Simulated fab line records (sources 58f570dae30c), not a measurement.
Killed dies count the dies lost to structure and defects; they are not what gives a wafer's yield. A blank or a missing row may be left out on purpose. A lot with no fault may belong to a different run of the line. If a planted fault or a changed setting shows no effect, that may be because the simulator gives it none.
Matching of chambers || flow berkeley-cmos170 || 4 sister chambers for UCB170_V2_CMP_02 on cmp-02
The step polishes SiO2. 8 wafers are shown with their chamber, then 7 later ones without.

WAFERS, EACH WITH ITS CHAMBER
{"wafer": "L843.3", "chamber": 0, "motor-current-A (A)": 13.2, "edge-zone-pressure-frac": 1.003}
{"wafer": "L845.2", "chamber": 1, "motor-current-A (A)": 14.5, "edge-zone-pressure-frac": 1.004}
{"wafer": "L845.5", "chamber": 2, "motor-current-A (A)": 15.3, "edge-zone-pressure-frac": 1.009}
{"wafer": "L847.1", "chamber": 2, "motor-current-A (A)": 14.8, "edge-zone-pressure-frac": 1.010}
{"wafer": "L847.3", "chamber": 3, "motor-current-A (A)": 16.2, "edge-zone-pressure-frac": 1.003}
{"wafer": "L847.4", "chamber": 1, "motor-current-A (A)": 15.1, "edge-zone-pressure-frac": 0.990}
{"wafer": "L849.2", "chamber": 3, "motor-current-A (A)": 14.9, "edge-zone-pressure-frac": 1.002}
{"wafer": "L849.3", "chamber": 0, "motor-current-A (A)": 12.8, "edge-zone-pressure-frac": 1.011}

WAFERS WITH NO CHAMBER GIVEN
{"wafer": "L849.5", "motor-current-A (A)": 14.6, "edge-zone-pressure-frac": 1.005}
{"wafer": "L850.1", "motor-current-A (A)": 13.2, "edge-zone-pressure-frac": 1.000}
{"wafer": "L850.3", "motor-current-A (A)": 14.3, "edge-zone-pressure-frac": 0.994}
{"wafer": "L850.4", "motor-current-A (A)": 16.0, "edge-zone-pressure-frac": 0.998}
{"wafer": "L852.2", "motor-current-A (A)": 12.7, "edge-zone-pressure-frac": 1.001}
{"wafer": "L852.5", "motor-current-A (A)": 15.5, "edge-zone-pressure-frac": 1.004}
{"wafer": "L852.6", "motor-current-A (A)": 15.4, "edge-zone-pressure-frac": 0.999}

WHICH CHAMBER EACH ONE RAN IN
{"wafer": "L849.5", "from the rows above": "can't be placed: 2 or 1 or 3 or 0", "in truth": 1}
{"wafer": "L850.1", "from the rows above": "can't be placed: 0 or 1", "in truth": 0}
{"wafer": "L850.3", "from the rows above": "can't be placed: 1 or 3 or 2", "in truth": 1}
{"wafer": "L850.4", "from the rows above": "can't be placed: 3 or 1 or 2", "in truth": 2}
{"wafer": "L852.2", "from the rows above": 0, "in truth": 0}
{"wafer": "L852.5", "from the rows above": "can't be placed: 3 or 2 or 1", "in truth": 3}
{"wafer": "L852.6", "from the rows above": "can't be placed: 3 or 1 or 2", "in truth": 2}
1 of 7 placed correctly. Can't be placed from these rows: 6 (the true chamber is among the candidates in 6). Placed wrongly: 0.
How it was worked out, from the rows above alone: a wafer's distance from a chamber is the root of the sum, over the readings, of the square of ((its reading less the chamber's mean) divided by the reading's scatter). If the next closest chamber is less than 2 further off than the closest, the wafer can't be placed; otherwise it belongs to the closest. For every chamber, the mean is computed from those of its wafers that are shown. The scatter is the square root of a quotient: the sum, over the shown wafers, of each reading's squared deviation from its chamber's mean, divided by wafers minus chambers.
